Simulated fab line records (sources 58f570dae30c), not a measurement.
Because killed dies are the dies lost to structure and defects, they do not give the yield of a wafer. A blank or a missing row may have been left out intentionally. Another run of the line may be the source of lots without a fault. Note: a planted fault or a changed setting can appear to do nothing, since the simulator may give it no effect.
Chamber matching	flow berkeley cmos170	UCB170_SPACER_CVD_00 on pecvd-03 has 3 sister chambers
The step deposits SiO2 from TEOS/O2, target thk 376 nm, time 47 s. 3 wafers are shown with their chamber, then 7 later ones without.

WAFERS, EACH WITH ITS CHAMBER
wafer	chamber	susceptor temp C (C)
L862.2	1	390.43
L863.1	2	390.06
L863.3	0	390.61

WAFERS WITH NO CHAMBER GIVEN
wafer	susceptor temp C (C)
L863.4	390.09
L874.1	390.12
L874.2	389.88
L874.6	390.13
L876.1	390.43
L876.4	389.98
L876.6	390.11

WHICH CHAMBER EACH WENT THROUGH
wafer	from the rows above	in truth
L863.4	2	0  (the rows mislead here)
L874.1	2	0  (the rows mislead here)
L874.2	2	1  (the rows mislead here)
L874.6	2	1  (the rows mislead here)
L876.1	1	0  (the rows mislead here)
L876.4	2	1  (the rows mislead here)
L876.6	2	2
Placed correctly: 1 of 7. Not placeable from these rows: 0. 6 placed wrongly.
How it was worked out, from the rows above alone: a wafer's distance from a chamber is the root of the sum, over the readings, of the square of ((its reading less the chamber's mean) divided by the reading's scatter). If the next closest chamber is less than 2 further off than the closest, the wafer can't be placed; otherwise it belongs to the closest. For every chamber, the mean is computed from those of its wafers that are shown. The scatter: with one shown wafer a chamber, the root of the mean of the squares of how far each hidden wafer lies from its nearest shown one.
